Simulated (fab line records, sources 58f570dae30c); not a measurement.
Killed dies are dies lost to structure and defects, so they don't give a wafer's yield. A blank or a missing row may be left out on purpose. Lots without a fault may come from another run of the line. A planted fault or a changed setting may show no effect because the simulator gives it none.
Which tool did it? | flow berkeley_cmos170 | 7 lots, 21 wafers sampled, at 1 step of a route of 331

WHAT THE GAUGES READ, wafer by wafer
UCB170_NWELL_TW_MEAS_16.
lot  | measured    | on            | NWELL_TW
L904 | day 2 08:41 | film_metro-04 | 1245 1240 1246
L906 | day 3 00:44 | film_metro-03 | 1273 1273 1279
L907 | day 3 07:51 | film_metro-03 | 1269 1263 1264
L910 | day 3 21:11 | film_metro-03 | 1268 1271 1271
L918 | day 5 13:53 | film_metro-04 | 1236 1248 1245
L921 | day 6 02:49 | film_metro-03 | 1281 1276 1274
L924 | day 6 17:42 | film_metro-04 | 1250 1246 1245

WHICH TOOL RAN EACH LOT (tool, then ch and the chambers of the sampled wafers, then the start)
The record holds no process step before these readings.

THE ANSWER, worked out from the rows above alone
Rule: what is usual is taken from the lots themselves. Put in order of their means at a reading, lots are off if they are a third of the lots or fewer, leave a main group of 4 or more, and stand apart from it by a gap of 3 or more times the standard deviation of the main group's means; of several such gaps the widest counts. A main group whose means are all the same, to the digits that the tables above print for the reading, isn't used. A lot without any number at a reading at which 4 lots or more have one is off too. The other lots that the step has rows for count as sound.
No lot is off at any reading shown: from this, nothing can be told.

WHAT THE SIMULATOR HAD PUT IN
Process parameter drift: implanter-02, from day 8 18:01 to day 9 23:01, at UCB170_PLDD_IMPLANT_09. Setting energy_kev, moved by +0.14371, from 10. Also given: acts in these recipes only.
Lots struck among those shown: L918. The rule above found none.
